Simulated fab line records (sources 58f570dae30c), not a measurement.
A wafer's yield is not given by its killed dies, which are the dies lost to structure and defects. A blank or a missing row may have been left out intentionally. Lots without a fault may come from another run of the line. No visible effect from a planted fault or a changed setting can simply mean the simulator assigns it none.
2 desks, one fault | flow berkeley cmos170 | each desk has only its own numbers; what lay behind them comes last

## METROLOGY DESK
Means of the sampled wafers that have a number, per lot and without regard to the tool the lot ran on: this is what the gauges read. Marked OUT: a lot whose mean sits more than 4 standard deviations from the usual mean, which makes it out of limits; the brackets give that distance.
Columns: A = NWELL_OVL at UCB170_NWELL_OVL_MEAS_12, usual -1 nm
lot  | first seen here | A
L411 | day 2 06:44     | -4
L412 | day 2 18:47     | 1
L413 | day 3 00:56     | -5
L414 | day 3 05:34     | -3
L415 | day 3 13:19     | -2
L416 | day 3 14:02     | -2
L419 | day 4 06:41     | 923 (+99 or more) OUT
L421 | day 4 12:01     | 923 (+99 or more) OUT
L423 | day 5 05:05     | 919 (+99 or more) OUT
L426 | day 5 19:24     | -1
L428 | day 6 03:14     | 2
L431 | day 6 18:19     | -5
L432 | day 7 00:03     | 2
L434 | day 7 11:31     | 3
This desk's result: L419, L421, L423 out of limits, first on L419 (NWELL_OVL at UCB170_NWELL_OVL_MEAS_12), day 4 06:41. L411, L412, L413, L414, L415, L416, L426, L428, L431, L432, L434: within limits.

## DESK OF THE TOOL OWNER: krf scanner-01
The tool's own readings at UCB170_NWELL_EXPOSE_09 (exposes mask NWELL, target cd 3000 nm): means of the sampled wafers that have a number, for each lot that ran on this tool. Marked OUT: a lot whose mean sits more than 4 standard deviations from the usual mean, which makes it out of limits; the brackets give that distance.
Columns: A = exposure dose mJ cm2 at UCB170_NWELL_EXPOSE_09, usual 24.990
lot  | first seen here | A
L412 | day 2 17:37     | 24.939
L413 | day 3 00:20     | 24.994
L414 | day 3 05:10     | 24.995
L419 | day 4 06:19     | 24.994
L421 | day 4 11:38     | 24.963
L423 | day 5 04:41     | 24.984
This desk's finding: nothing out of limits on any of the 6 lots.

## PUT TOGETHER
At day 4 06:41 the metrology desk could have sounded an alarm, on L419, L421, L423.
Nothing out of limits was seen by the tool owner's desk.
The tool owner's desk has L419, L421, L423 on record, within its limits.
The lots listed all ran UCB170_NWELL_EXPOSE_09 on krf scanner-01.

## WHAT THE SIMULATOR PUT IN
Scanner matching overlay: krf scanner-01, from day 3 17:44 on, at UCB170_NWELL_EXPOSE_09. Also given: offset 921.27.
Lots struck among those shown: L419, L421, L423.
Hours from the fault's start to each desk's first reading out of limits: the metrology desk, 13.
